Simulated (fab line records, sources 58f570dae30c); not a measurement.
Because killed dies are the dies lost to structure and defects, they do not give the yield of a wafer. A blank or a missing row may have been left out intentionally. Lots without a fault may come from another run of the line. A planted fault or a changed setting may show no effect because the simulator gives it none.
What tool caused it?    flow berkeley-cmos170    7 lots, 21 wafers sampled, at 1 step of a route of 331

== WHAT THE GAUGES READ, wafer by wafer ==
UCB170_ACTIVE_THK_MEAS_03.
lot   measured     on             ACTIVE_OXIDE_THK (nm)
L465  day 4 10:00  film-metro-02  26.0 25.7 26.1
L468  day 5 12:47  film-metro-01  26.4 26.3 26.5
L469  day 5 12:49  film-metro-03  26.5 26.4 26.3
L472  day 6 00:39  film-metro-03  26.1 25.9 26.1
L477  day 6 22:28  film-metro-01  26.6 26.3 26.1
L479  day 7 12:38  film-metro-03  26.9 26.8 26.6
L483  day 8 15:23  film-metro-02  26.1 25.7 26.2

== EACH LOT AND THE TOOL THAT RAN IT (in order: tool; ch and the chambers of the sampled wafers; start) ==
The record shows no process step preceding these readings.

== THE ANSWER, worked out from the rows above alone ==
Rule: the usual values come from the lots themselves. Put in order of their means at a reading, lots are off if they are a third of the lots or fewer, leave a main group of 4 or more, and stand apart from it by a gap of 3 or more times the standard deviation of the main group's means; of several such gaps the widest counts. If all means in a main group match to the digits the tables above print for the reading, that group is not used. Also off: a lot with no number at a reading for which 4 or more lots have one. Where the step has rows for the other lots, those lots are counted as sound.
Nothing can be told from this: no lot is off at any reading shown.

== WHAT WAS PUT IN BY THE SIMULATOR ==
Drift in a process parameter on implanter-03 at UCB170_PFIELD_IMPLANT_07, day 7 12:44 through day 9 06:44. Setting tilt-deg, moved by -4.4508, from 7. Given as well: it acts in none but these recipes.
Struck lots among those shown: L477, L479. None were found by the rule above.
